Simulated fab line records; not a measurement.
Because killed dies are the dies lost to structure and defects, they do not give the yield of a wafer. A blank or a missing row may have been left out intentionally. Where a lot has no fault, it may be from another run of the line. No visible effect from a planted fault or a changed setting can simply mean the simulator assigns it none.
A sampling plan put to the test ; flow rit-cmos ; one fab line, 3 faults that these records tell of, each judged on the records of the lots that it struck; 2 more are left out, because the records don't allow judging them
Plan = the line's own looks (route steps where a gauge or an inspection reads the wafer without altering it). A look is open to judgement when struck wafers have a number at it and the file gives its usual mean and standard deviation on fault-free wafers. Caught: 4 or more of those standard deviations (sigma) separate the usual mean from the mean of the struck wafers at a look after the fault's first step. On the tool: the fault's steps, tested the same way using the tool's own readings. Caught also covers a different recipe on the struck wafers, or a record left blank for those wafers only.

THE FAULTS, as the simulator had put them in
1. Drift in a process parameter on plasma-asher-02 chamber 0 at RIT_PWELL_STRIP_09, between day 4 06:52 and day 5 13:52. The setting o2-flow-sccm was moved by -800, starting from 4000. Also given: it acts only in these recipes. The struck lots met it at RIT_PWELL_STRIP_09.
2. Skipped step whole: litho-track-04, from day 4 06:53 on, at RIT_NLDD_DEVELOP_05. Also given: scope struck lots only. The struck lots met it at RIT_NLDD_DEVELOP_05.
3. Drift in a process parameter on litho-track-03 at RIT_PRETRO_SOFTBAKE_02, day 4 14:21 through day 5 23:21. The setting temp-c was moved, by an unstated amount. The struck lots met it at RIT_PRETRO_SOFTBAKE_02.

WHAT THE PLAN SAW
fault;on the tool itself;first look that catches it;reading, sigma;median hours from its first step to that look;hours from the fault's start to the first struck lot there;judged looks passed uncaught
1;o2-flow-sccm -80 sigma;none of the 2 looks that can be judged after it;-;-;-;2
2;the tool's record is blank for the struck wafers;none of the 2 looks that can be judged after it;-;-;-;2
3;plate-temp-C -6.1 sigma;no look after it can be judged;-;-;-;0
A dash: this means the fault isn't caught or the number doesn't appear in these records.

Caught at a look: 0 of 3. Caught on the tool: 3 of 3. By one or the other: 3 of 3.
Caught on the tool alone: faults 1, 2, 3.
